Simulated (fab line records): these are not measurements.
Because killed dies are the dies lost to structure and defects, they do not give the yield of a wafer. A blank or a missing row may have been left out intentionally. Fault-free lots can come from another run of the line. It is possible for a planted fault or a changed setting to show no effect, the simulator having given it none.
Code-filled problem report in 8D (eight disciplines) form :: flow rit cmos :: the parts of the form that need people (team, actions taken, sign-off) are left out

1. WHAT WENT WRONG
Across 6 wafers from 2 lots, NSD_TW at RIT_NSD_TW_MEAS_10 averages 3400, while fault-free wafers read 3141 with a standard deviation of 14. That puts it +18 standard deviations away from the usual mean.
The first sign was on wafer L214.1 at day 5 23:59, on film metro-01. At this step, 42 wafers from 14 lots have a number in the record. By rule, "out" or "out of limits" means more than 4 standard deviations away from the usual mean. All remaining wafers that have a number are taken as sound.

2. WHAT IT IS; WHAT IT IS NOT
question: which readings at this step
is: NSD_TW
is not: -

question: which lots
is: L214, L219
is not: L200, L202, L203, L206, L208, L209, L210, L212, L215, L217, L221, L222

question: which wafers of those lots
is: all that have a number
is not: -

question: read on which gauges
is: film metro-01
is not: film metro-02

question: when
is: from day 5 23:59
is not: up to then (24 sound wafers); but 12 sound wafers of L215, L217, L221, L222 came after

3. WHAT RULES OUT EACH SUSPECT
Counting: a tool at a process step up to the reading stays a suspect if it ran every lot that is out and no sound lot after the first of them.
- the gauge at RIT_NSD_TW_MEAS_10: ruled out. All the wafers that are out were read on film metro-01, but those of them that RIT_NSD_IMPLANT_08 has rows for are out there too, on other tools.
- implanter-01 at RIT_NSD_IMPLANT_08: kept. All lots that are out passed through it, beginning with L214 at day 5 23:40, and no sound lot followed; its final sound lot before that point was L209 at day 5 03:58. Its own dose ions cm2, faraday current uA readings are out on those wafers.
Remaining after the count: implanter-01 at RIT_NSD_IMPLANT_08.

4. THE CAUSE (what the simulator had put in)
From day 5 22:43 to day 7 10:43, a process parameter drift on implanter-01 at RIT_NSD_IMPLANT_08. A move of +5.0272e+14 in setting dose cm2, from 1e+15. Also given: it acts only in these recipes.
Counting left only this tool.

5. SEQUENCE OF EFFECTS, ordered by route
One row per reading whose mean, taken over the struck wafers that have a number, lies over 3 standard deviations from the usual. Readings are gone through only where the record gives a usual standard deviation; hours: the median, over the lots, of the time from a lot's start at the first step in this table giving one to that lot's start at this step; sigmas: the change measured in usual standard deviations.
hours: 0
step: RIT_NSD_IMPLANT_08
reading: dose ions cm2
usual: 9.999e+14
on struck wafers: 1.502e+15
change: +5.024e+14
sigmas: +99 or more

hours: 0
step: RIT_NSD_IMPLANT_08
reading: end station pressure torr
usual: 7.5e-06 Torr
on struck wafers: 9.2e-06
change: +1.7e-06
sigmas: +4.3

hours: 0
step: RIT_NSD_IMPLANT_08
reading: faraday current uA
usual: 3129
on struck wafers: 4724
change: +1595
sigmas: +26

hours: 0
step: RIT_NSD_TW_MEAS_10
reading: NSD_TW
usual: 3141
on struck wafers: 3400
change: +259
sigmas: +18

hours: 2
step: RIT_SDANNEAL_RS_MEAS_05
reading: NSD_RS
usual: 84.49 ohm/sq
on struck wafers: 62.06
change: -22.43
sigmas: -83
It contains these process steps:
- RIT_NSD_IMPLANT_08

6. WHAT WOULD HAVE CAUGHT IT SOONER
In this record the first reading out of limits at a measuring or inspecting step was taken at day 5 23:59, 1 hour after the fault began at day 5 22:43.
At RIT_NSD_IMPLANT_08, the tool's own readings (dose ions cm2, faraday current uA) were out on each struck wafer the step has a row for, so an alarm limit on them would have fired on the first such wafer.
Among the 2 lots that are out, L219 began RIT_NSD_IMPLANT_08 on implanter-01 after day 5 23:59. Holding the tool at that time would have saved it.
